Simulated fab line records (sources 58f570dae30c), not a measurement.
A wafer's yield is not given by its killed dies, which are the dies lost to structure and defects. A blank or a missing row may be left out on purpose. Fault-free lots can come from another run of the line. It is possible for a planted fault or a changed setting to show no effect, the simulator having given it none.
What tool caused it? | flow berkeleyCmos170 | 14 lots, 42 wafers sampled, at 4 steps of a route of 331

== WHAT THE GAUGES READ, wafer by wafer ==
UCB170_NSD_OVL_MEAS_07.
lot  | measured     | on         | NSD_OVL (nm)
L684 | day 6 17:46  | overlay-01 | 7 6 2
L685 | day 7 00:12  | overlay-02 | 8 4 9
L688 | day 7 13:42  | overlay-01 | 3 9 10
L687 | day 7 20:20  | overlay-02 | 0 -3 3
L690 | day 7 20:32  | overlay-01 | 7 5 7
L693 | day 8 13:29  | overlay-01 | 6 5 9
L691 | day 8 15:19  | overlay-01 | 10 2 7
L694 | day 8 19:35  | overlay-01 | 11 2 7
L695 | day 9 05:58  | overlay-01 | 7 9 7
L696 | day 9 06:01  | overlay-02 | 6 8 10
L699 | day 9 20:05  | overlay-01 | 11 -2 2
L701 | day 10 07:33 | overlay-01 | 5 6 0
L705 | day 10 23:19 | overlay-02 | 8 4 4
L707 | day 11 19:01 | overlay-01 | 7 8 7

UCB170_M1_CD_MEAS_90: the cd target is 700 nm.
lot  | measured     | on       | cdNm (nm)
L684 | day 7 04:28  | cdSem-01 | 700.8 702.9 697.1
L685 | day 7 11:08  | cdSem-02 | 695.8 694.5 701.3
L688 | day 7 22:45  | cdSem-02 | 700.4 700.6 704.2
L687 | day 8 09:43  | cdSem-01 | 698.4 697.6 699.2
L690 | day 8 09:13  | cdSem-02 | 698.5 698.4 702.1
L693 | day 9 00:56  | cdSem-02 | 700.6 697.8 700.0
L691 | day 9 02:36  | cdSem-01 | 701.9 700.8 700.2
L694 | day 9 04:37  | cdSem-01 | 699.6 700.3 699.8
L695 | day 9 16:56  | cdSem-02 | 702.2 701.7 703.5
L696 | day 9 17:20  | cdSem-02 | 699.2 701.9 700.9
L699 | day 10 05:31 | cdSem-01 | 701.0 701.2 701.8
L701 | day 10 18:00 | cdSem-02 | 697.8 700.0 702.1
L705 | day 11 09:40 | cdSem-02 | 700.1 704.2 701.7
L707 | day 12 07:34 | cdSem-01 | 700.9 704.1 700.8

== TOOL THAT RAN EACH LOT (tool first, then ch and the chambers of the sampled wafers, then the start) ==
lot  | UCB170_CONTACT_RTA_08           | UCB170_M1_ETCH_11
L684 | rtpAnneal-01 ch 0, day 7 00:37  | rieDiel-04 ch 0,2,3, day 7 04:08
L685 | rtpAnneal-01 ch 0, day 7 05:57  | rieDiel-04 ch 0,2,3, day 7 10:50
L688 | rtpAnneal-02 ch 0, day 7 18:57  | rieDiel-04 ch 2,3, day 7 22:26
L687 | rtpAnneal-02 ch 0, day 8 05:52  | rieDiel-03 ch 0,1,2, day 8 09:23
L690 | rtpAnneal-01 ch 0, day 8 05:50  | rieDiel-03 ch 0,2,3, day 8 08:56
L693 | rtpAnneal-01 ch 0, day 8 21:26  | rieDiel-03 ch 0,1,2, day 9 00:38
L691 | rtpAnneal-02 ch 0, day 8 22:55  | rieDiel-04 ch 2,3, day 9 02:18
L694 | rtpAnneal-01 ch 0, day 9 00:52  | rieDiel-03 ch 0,1,2, day 9 04:11
L695 | rtpAnneal-01 ch 0, day 9 13:10  | rieDiel-03 ch 1,2,3, day 9 16:40
L696 | rtpAnneal-02 ch 0, day 9 13:44  | rieDiel-04 ch 0,3, day 9 16:56
L699 | rtpAnneal-01 ch 0, day 10 01:35 | rieDiel-03 ch 0,1, day 10 05:12
L701 | rtpAnneal-02 ch 0, day 10 13:01 | rieDiel-01 ch 0,2,3, day 10 17:41
L705 | rtpAnneal-01 ch 0, day 11 05:37 | rieDiel-04 ch 0,1,2, day 11 09:15
L707 | rtpAnneal-01 ch 0, day 12 01:35 | rieDiel-04 ch 0,2,3, day 12 07:16
- UCB170_CONTACT_RTA_08: time 10 s.
- UCB170_M1_ETCH_11: etches BARC in N2/H2.

== AS READ BY THE TOOLS THEMSELVES (means over the sampled wafers that have a number; for cases with no such wafer, the mark the record gives instead) ==
UCB170_CONTACT_RTA_08.
lot  | tool         | annealTempCMax | lampPowerPct (%) | wafer_temp_C_max
L684 | rtpAnneal-01 | 904.0          | 31               | 904.4
L685 | rtpAnneal-01 | 905.0          | 31               | 904.3
L688 | rtpAnneal-02 | 906.3          | 21               | 905.7
L687 | rtpAnneal-02 | 905.6          | 21               | 906.1
L690 | rtpAnneal-01 | 904.7          | 31               | 903.8
L693 | rtpAnneal-01 | 905.4          | 31               | 904.3
L691 | rtpAnneal-02 | 905.6          | 21               | 905.9
L694 | rtpAnneal-01 | 904.7          | 31               | 903.9
L695 | rtpAnneal-01 | 904.3          | 31               | 904.3
L696 | rtpAnneal-02 | 905.0          | 21               | 905.3
L699 | rtpAnneal-01 | 904.0          | 31               | 903.9
L701 | rtpAnneal-02 | 905.4          | 21               | 906.5
L705 | rtpAnneal-01 | 904.0          | 31               | 903.9
L707 | rtpAnneal-01 | 905.1          | 31               | 904.5

UCB170_M1_ETCH_11.
lot  | tool       | drypumpMotorCurrentA (A) | oesProductAu (a.u.) | rfFwdPowerW (W) | throttleValvePct (%)
L684 | rieDiel-04 | 5.5                      | 0.988               | 496.4           | 13.18
L685 | rieDiel-04 | 5.5                      | 0.997               | 497.4           | 13.19
L688 | rieDiel-04 | 5.0                      | 0.984               | 498.1           | 13.11
L687 | rieDiel-03 | 5.6                      | 0.994               | 496.3           | 13.39
L690 | rieDiel-03 | 5.6                      | 0.986               | 494.7           | 13.27
L693 | rieDiel-03 | 5.6                      | 1.002               | 493.9           | 13.39
L691 | rieDiel-04 | 5.2                      | 0.993               | 495.9           | 13.19
L694 | rieDiel-03 | 5.6                      | 0.994               | 497.3           | 13.39
L695 | rieDiel-03 | 5.2                      | 0.975               | 466.1           | 13.33
L696 | rieDiel-04 | 6.1                      | 1.000               | 496.2           | 13.29
L699 | rieDiel-03 | 5.3                      | 0.946               | 443.5           | 13.42
L701 | rieDiel-01 | 5.9                      | 0.999               | 495.6           | 13.09
L705 | rieDiel-04 | 5.5                      | 0.993               | 496.5           | 13.25
L707 | rieDiel-04 | 5.5                      | 0.995               | 497.1           | 13.18

== THE ANSWER, worked out from the rows above alone ==
Rule: usual is defined by the lots themselves. The widest of any qualifying gaps counts: lots, ordered by their means at a reading, are off when they make up no more than a third of the lots, leave a main group of 4 or more, and stand apart from it by 3 or more times the standard deviation of that group's means. A main group is skipped when, at the precision printed for the reading in the tables above, its means are all equal. Also off: a lot with no number at a reading for which 4 or more lots have one. The other lots that the step has rows for count as sound. First the gauges in route order, then the tools' own readings, where a lot's mean is used as printed above. The first step at which some lot is off is used, and at that step the reading that is off furthest; a lot without a number counts as furthest.
Off at UCB170_M1_ETCH_11 (rfFwdPowerW): L695, L699. For the main group the mean is 496.3 W and the standard deviation 1.1.
If a tool, at that step or one of the process steps before it, ran each lot that is off and ran no sound lot following the first of them, it fits. One candidate fits, namely rieDiel-03 at UCB170_M1_ETCH_11. Its last sound lot is L694 (day 9 04:11), its first lot that is off L695 (day 9 16:40): a fault that began between those two fits.
The tool's own readings at UCB170_M1_ETCH_11 bear it out: on the lots that are off they differ by more than 5 times the standard deviation of the sound lots' means. oesProductAu reads 0.960 a.u. there against 0.994 a.u. on the sound lots; rfFwdPowerW reads 454.8 W there against 496.3 W on the sound lots.

== WHAT WAS PUT IN BY THE SIMULATOR ==
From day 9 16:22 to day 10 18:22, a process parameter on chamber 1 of rieDiel-03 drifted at UCB170_M1_ETCH_11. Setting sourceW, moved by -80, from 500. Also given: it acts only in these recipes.
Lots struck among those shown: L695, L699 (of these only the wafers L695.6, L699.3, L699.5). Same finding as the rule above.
